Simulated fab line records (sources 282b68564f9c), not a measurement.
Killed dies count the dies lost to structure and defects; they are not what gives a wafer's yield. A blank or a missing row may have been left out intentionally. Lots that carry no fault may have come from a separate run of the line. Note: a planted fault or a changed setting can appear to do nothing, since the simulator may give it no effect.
2 desks looking at one fault :: flow rit-cmos :: every desk sees just its own numbers, and what lay behind them comes last

== FROM THE METROLOGY DESK ==
Means of the sampled wafers that have a number, per lot and without regard to the tool the lot ran on: this is what the gauges read. A lot is out of limits, marked OUT, if its mean lies more than 4 standard deviations from the usual mean; the brackets give that distance.
Columns: A = M1_AL_RS at RIT_M1_RS_MEAS_01, usual 0.0735 ohm/sq; B = M1_AL_THK at RIT_M1_THK_MEAS_02, usual 398 nm; C = cd-nm at RIT_M1_CD_MEAS_09, usual 2600.5 nm; D = M1_OVL at RIT_M1_OVL_MEAS_10, usual -0.1 nm
lot: L471
first seen here: day 4 11:02
A: 0.0737
B: 395
C: 2599.1
D: 0.5

lot: L475
first seen here: day 5 07:28
A: 0.0736
B: 399
C: 2602.1
D: 0.9

lot: L477
first seen here: day 5 14:38
A: 0.0735
B: 400
C: 2602.1
D: 0.4

lot: L479
first seen here: day 5 22:57
A: 0.0724
B: 404
C: 2599.3
D: 1.4

lot: L483
first seen here: day 6 16:15
A: 0.0731
B: 399
C: 2602.5
D: -1.1

lot: L487
first seen here: day 7 13:57
A: 0.0729
B: 403
C: 2599.0
D: -0.5
This desk found nothing out of limits on any of the 6 lots.

== FOR THE TOOL OWNER'S DESK: rie-metal-04 ==
The tool's own readings at RIT_M1_METAL_ETCH_12 (etches Al in Cl2/BCl3, stops on SiO2, time 165 s, target depth 600 nm): means of the sampled wafers that have a number, for each lot that ran on this tool. A lot is out of limits, marked OUT, if its mean lies more than 4 standard deviations from the usual mean; the brackets give that distance.
Columns: A = drypump-motor-current-A at RIT_M1_METAL_ETCH_12, usual 5.6 A; B = oes-product-au at RIT_M1_METAL_ETCH_12, usual 0.776 a.u.; C = throttle-valve-pct at RIT_M1_METAL_ETCH_12, usual 8.25 %
lot: L471
first seen here: day 4 12:39
A: 5.7
B: 0.772
C: 8.32

lot: L477
first seen here: day 5 16:06
A: 5.7
B: 0.774
C: 8.31

lot: L479
first seen here: day 6 00:32
A: 5.7
B: 0.781
C: 8.31
This desk found nothing out of limits on any of the 3 lots.

== TAKEN TOGETHER ==
The metrology desk saw nothing out of limits.
Nothing out of limits was seen by the tool owner's desk.

== WHAT THE SIMULATOR PUT IN ==
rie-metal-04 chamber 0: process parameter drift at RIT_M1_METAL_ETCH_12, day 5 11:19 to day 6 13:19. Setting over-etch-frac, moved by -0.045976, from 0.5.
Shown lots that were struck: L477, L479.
